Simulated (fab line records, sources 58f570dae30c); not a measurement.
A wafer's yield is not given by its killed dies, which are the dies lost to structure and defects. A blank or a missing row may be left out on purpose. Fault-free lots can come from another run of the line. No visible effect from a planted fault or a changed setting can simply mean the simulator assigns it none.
Comparing a struck lot with a sound one / flow berkeley_cmos170 / 14 steps out of a route of 331
Sound: these wafers, L953.3, L953.5, L953.6. Struck: wafers L960.1, L960.3, L960.4. The cause is given at the end.
Order at every step that has rows: each side's tool, ch and its chambers, its first start. Under that, the readings that differ: sound wafers / struck wafers / difference of the means / sigmas: that difference in standard deviations of wafers without a fault.
alike: same words and numbers on both sides, and readings whose means sit less than 2 such deviations apart. not compared: any withheld reading, any reading some wafer has no value for, any bound like >300 that may hide the same value, and any number with overlapping values for which the record gives no deviation.
Wherever a step has rows on one side only, a row that says differs or no value, or a row with sigmas, the two part there. Non-overlapping numbers with no deviation appear without sigmas and do not part them. A reading that every wafer of one side lacks parts them only if that side has two wafers or more.

UCB170_NWELL_THK_MEAS_02:
  sound on film_metro-01, day 2 19:33; struck on film_metro-04, day 4 07:53
  alike: NWELL_OXIDE_THK
then, 2 steps without rows for these wafers: UCB170_NWELL_ANNEAL_03 (time 900 s); UCB170_NWELL_CVD_04 (deposits Si3N4 from SiH2Cl2/NH3, target thk 224 nm, time 3360 s).
UCB170_NWELL_THK_MEAS_05:
  sound on film_metro-02, day 3 03:35; struck on film_metro-02, day 4 12:28
  alike: NWELL_NITRIDE_THK
then, 6 steps without rows for these wafers: UCB170_NWELL_HMDS_06 (prime time 60 s); UCB170_NWELL_COAT_07 (resist thk 900 nm); UCB170_NWELL_SOFTBAKE_08 (time 60 s); UCB170_NWELL_EXPOSE_09 (exposes mask NWELL, target cd 3000 nm); UCB170_NWELL_PEB_10; UCB170_NWELL_DEVELOP_11 (develop time 45 s).
UCB170_NWELL_OVL_MEAS_12:
  sound on overlay-01, day 3 04:49; struck on overlay-02, day 4 13:40
  alike: NWELL_OVL
UCB170_NWELL_ETCH_13: etches Si3N4 in CH3F/Ar/O2, stops on SiO2, target depth 246.4 nm, time 154 s.
  sound on rie_diel-04 ch 1,2, day 3 04:50; struck on rie_diel-03 ch 0,2,3, day 4 13:43
  alike: drypump_motor_current_A, oes_product_au, throttle_valve_pct
  not compared: rf_hours_counter_h
UCB170_NWELL_IMPLANT_14:
  sound on implanter-03 ch 0, day 3 04:59; struck on implanter-02 ch 0, day 4 13:49
reading=beam_energy_keV; sound=150.10 150.02 150.09; struck=143.56 143.51 143.53; difference=-6.54; sigmas=-99 or more
reading=model.implant.rp_nm (nm); sound=185.3 185.3 185.3; struck=174.4 174.4 174.4; difference=-10.9; sigmas=
reading=model.implant.drp_nm (nm); sound=62.72 62.72 62.72; struck=60.6 60.6 60.6; difference=-2.1; sigmas=
UCB170_NWELL_STRIP_15: strips in O2.
  sound on plasma_asher-02 ch 0,1, day 3 05:07; struck on plasma_asher-02 ch 0,1, day 4 13:58
  alike: drypump_motor_current_A, oes_product_au, strip_time_to_endpoint_s
  not compared: rf_hours_counter_h

## WHERE THEY PART
UCB170_NWELL_IMPLANT_14 only, going by this record. Later steps at which nothing parts them and some readings are alike: UCB170_NWELL_STRIP_15.

WHY: what had been put in by the simulator
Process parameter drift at UCB170_NWELL_IMPLANT_14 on implanter-02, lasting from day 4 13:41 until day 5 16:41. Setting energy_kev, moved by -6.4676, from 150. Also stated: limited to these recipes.
